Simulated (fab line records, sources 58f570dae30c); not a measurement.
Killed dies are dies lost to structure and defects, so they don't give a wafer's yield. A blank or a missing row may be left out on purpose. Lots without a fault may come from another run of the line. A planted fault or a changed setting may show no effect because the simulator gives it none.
Problem report in the 8D (eight disciplines) form, filled by code | flow berkeley_cmos170 | the parts of the form that need people (team, actions taken, sign-off) are left out

1. THE PROBLEM
dose_ions_cm2 at UCB170_PVT_IMPLANT_07 reads a mean of 1.9756e+12 on 6 wafers of 2 lots; wafers without a fault read 2.0001e+12 with a standard deviation of 2e+09. That is -12 standard deviations from the usual mean.
First seen on wafer L592.1, day 9 16:13, on implanter-04. The record holds 42 wafers of 14 lots with a number at this step. Rule for "out", or "out of limits": more than 4 standard deviations from the usual mean. The other wafers with a number count as sound.

2. WHAT IT IS AND WHAT IT IS NOT
question                    | is                     | is not
which readings at this step | dose_ions_cm2          | beam_energy_keV
which lots                  | L592, L594             | L581, L582, L583, L586, L587, L588, L590, L595, L596, L600, L601, L602
which wafers of those lots  | all that have a number | -
read on which tools         | implanter-04           | implanter-01, implanter-02
when                        | from day 9 16:13       | up to then (21 sound wafers); but 15 sound wafers of L595, L596, L600, L601, L602 came after

3. SUSPECTS, AND WHAT RULES EACH OUT
Counting: a tool at a process step up to the reading stays a suspect if it ran every lot that is out and no sound lot after the first of them.
- implanter-04 at UCB170_PVT_IMPLANT_07: kept. It ran every lot that is out, first L592 (day 9 16:13), and no sound lot after that; its last sound lot up to then is L590 (day 9 01:13). Its own readings are out on those wafers: dose_ions_cm2.
Left after counting: implanter-04 at UCB170_PVT_IMPLANT_07.

4. THE CAUSE (what the simulator had put in)
Process parameter drift: implanter-04, from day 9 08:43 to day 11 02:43, at UCB170_PVT_IMPLANT_07. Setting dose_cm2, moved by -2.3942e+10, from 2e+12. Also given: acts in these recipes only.
Counting left only this tool.

5. THE CHAIN OF EFFECTS, in route order
Each row: a reading whose mean over the struck wafers that have a number lies more than 3 standard deviations from the usual. Only readings for which the record gives a usual standard deviation are gone through. hours: the time from each lot's start at the first step in this table that gives one to its start at this step, as a median over the lots. sigmas: the change in usual standard deviations.
hours | step                  | reading       | usual      | on struck wafers | change      | sigmas
0     | UCB170_PVT_IMPLANT_07 | dose_ions_cm2 | 2.0001e+12 | 1.9756e+12       | -2.4550e+10 | -12
The process steps in it:
- UCB170_PVT_IMPLANT_07

6. WHAT WOULD HAVE CAUGHT IT SOONER
In this record the first reading out of limits was taken at day 9 16:13, 8 hours after the fault began at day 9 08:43.
